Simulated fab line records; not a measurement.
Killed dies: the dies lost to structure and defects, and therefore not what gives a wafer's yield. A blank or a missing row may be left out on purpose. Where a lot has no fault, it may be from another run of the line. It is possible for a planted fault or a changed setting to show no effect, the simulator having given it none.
Struck lot and sound lot, side by side || flow berkeley_cmos170 || 14 steps out of a route of 331
Sound: these wafers, L266.3, L266.4, L266.6. Struck: wafers L258.2, L258.5, L258.6. At the end, the cause is stated.
At each step with rows: each side's tool, then ch and its chambers, then its first start. Under that, the readings that differ: sound wafers || struck wafers || difference of the means || sigmas: that difference in standard deviations of wafers without a fault.
alike: a reading whose means differ by less than 2 such deviations, as well as words and numbers matching on both sides. not compared: withheld readings; readings where some wafer has no value; bounds like >300 that might hide an equal value; numbers whose values overlap and for which the record gives no deviation.
Wherever a step has rows on one side only, a row that says differs or no value, or a row with sigmas, the two part there. When numbers do not overlap yet have no deviation, they are printed without sigmas and do not part them. Lack of a reading on every wafer of one side parts them only where that side has two or more wafers.

first, 4 steps without rows for these wafers: UCB170_NVT_SOFTBAKE_02 (time 60 s); UCB170_NVT_EXPOSE_03 (exposes mask PWELL, target cd 3000 nm); UCB170_NVT_PEB_04; UCB170_NVT_DEVELOP_05 (develop time 45 s).
UCB170_NVT_OVL_MEAS_06:
  struck on overlay-01, day 7 10:38; sound on overlay-02, day 9 15:22
  alike: NVT_OVL
then, 1 step without rows for these wafers: UCB170_NVT_IMPLANT_07.
UCB170_NVT_STRIP_08: strips in O2.
  sound on plasma_asher-02 ch 0,1, day 9 15:35; struck on plasma_asher-03 ch 0,1, day 7 10:49
{"reading": "drypump_motor_current_A (A)", "sound": "5.8 6.7 6.7", "struck": "4.8 4.8 4.9", "difference": -1.6, "sigmas": -2}
  alike: oes_product_au, strip_time_to_endpoint_s
  not compared: rf_hours_counter_h
UCB170_NVT_TW_MEAS_09:
  struck on film_metro-04, day 7 10:55; sound on film_metro-03, day 9 15:40
  alike: NVT_TW
then, 4 steps without rows for these wafers: UCB170_NVT_CLEAN_10 (cleans in SPM, time 600 s); UCB170_PVT_HMDS_00 (prime time 60 s); UCB170_PVT_COAT_01 (resist thk 900 nm); UCB170_PVT_SOFTBAKE_02 (time 60 s).
UCB170_PVT_EXPOSE_03: exposes mask NWELL, target cd 3000 nm.
  sound on krf_scanner-01 ch 0, day 9 16:42; struck on krf_scanner-02, day 7 11:46
  no value came back on the struck wafers for exposure_dose_mJ_cm2, focus_offset_nm (nm), na; on the sound wafers exposure_dose_mJ_cm2 reads 29.952 30.009 30.014
  alike: mask
then, 1 step without rows for these wafers: UCB170_PVT_PEB_04.

== WHERE THEY PART ==
First at UCB170_NVT_STRIP_08; last, within this record, at UCB170_PVT_EXPOSE_03.

WHY: what the simulator had put in
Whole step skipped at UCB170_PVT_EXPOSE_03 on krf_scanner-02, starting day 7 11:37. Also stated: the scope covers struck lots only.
